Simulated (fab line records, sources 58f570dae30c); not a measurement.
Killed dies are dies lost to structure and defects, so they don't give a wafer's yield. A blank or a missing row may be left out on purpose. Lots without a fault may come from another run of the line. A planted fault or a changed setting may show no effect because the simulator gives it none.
One fault seen from 2 desks | flow berkeley_cmos170 | each desk has only its own numbers; what lay behind them comes last

THE TOOL OWNER'S DESK: implanter-04
The tool's own readings at UCB170_PFIELD_IMPLANT_07: means of the sampled wafers that have a number, for each lot that ran on this tool. A lot is out of limits, marked OUT, if its mean lies more than 4 standard deviations from the usual mean; the brackets give that distance.
Columns: A = dose_ions_cm2 at UCB170_PFIELD_IMPLANT_07, usual 2.0002e+13; B = faraday_current_uA at UCB170_PFIELD_IMPLANT_07, usual 63.3
lot  | first seen here | A                            | B
L350 | day 5 21:02     | 1.9974e+13                   | 62.5
L351 | day 6 05:21     | 2.0016e+13                   | 62.4
L352 | day 6 06:57     | 2.0009e+13                   | 63.4
L362 | day 8 09:49     | 2.8100e+13 (+99 or more) OUT | 87.5 (+19) OUT
L364 | day 8 22:07     | 2.8144e+13 (+99 or more) OUT | 89.3 (+20) OUT
This desk's finding: out of limits on L362, L364; first on L362, day 8 09:49 (dose_ions_cm2 at UCB170_PFIELD_IMPLANT_07). In limits: L350, L351, L352.

THE METROLOGY DESK
What the gauges read, lot by lot, whatever tool the lot ran on: means of the sampled wafers that have a number. A lot is out of limits, marked OUT, if its mean lies more than 4 standard deviations from the usual mean; the brackets give that distance.
Columns: A = PFIELD_TW at UCB170_PFIELD_TW_MEAS_09, usual 606
lot  | first seen here | A
L347 | day 4 22:32     | 601
L348 | day 5 06:49     | 608
L350 | day 5 21:17     | 598
L351 | day 6 05:34     | 604
L353 | day 6 07:04     | 603
L352 | day 6 07:12     | 608
L357 | day 7 00:37     | 607
L356 | day 7 00:53     | 609
L362 | day 8 10:02     | 669 (+15) OUT
L365 | day 8 22:21     | 605
L364 | day 8 22:22     | 679 (+17) OUT
L367 | day 9 05:25     | 611
L369 | day 9 23:25     | 602
L370 | day 9 23:41     | 609
This desk's finding: out of limits on L362, L364; first on L362, day 8 10:02 (PFIELD_TW at UCB170_PFIELD_TW_MEAS_09). In limits: L347, L348, L350, L351, L353, L352, L357, L356, L365, L367, L369, L370.

PUT TOGETHER
The tool owner's desk could have raised an alarm at day 8 09:49, on L362, L364.
The metrology desk could have raised an alarm at day 8 10:02, on L362, L364.
Of the lots named, all ran UCB170_PFIELD_IMPLANT_07 on implanter-04.

WHAT THE SIMULATOR HAD PUT IN
Process parameter drift: implanter-04, from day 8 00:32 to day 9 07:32, at UCB170_PFIELD_IMPLANT_07. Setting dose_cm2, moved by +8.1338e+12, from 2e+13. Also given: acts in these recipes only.
Lots struck among those shown: L362, L364.
Hours from the fault's start to each desk's first reading out of limits: the tool owner's desk, 9; the metrology desk, 10.
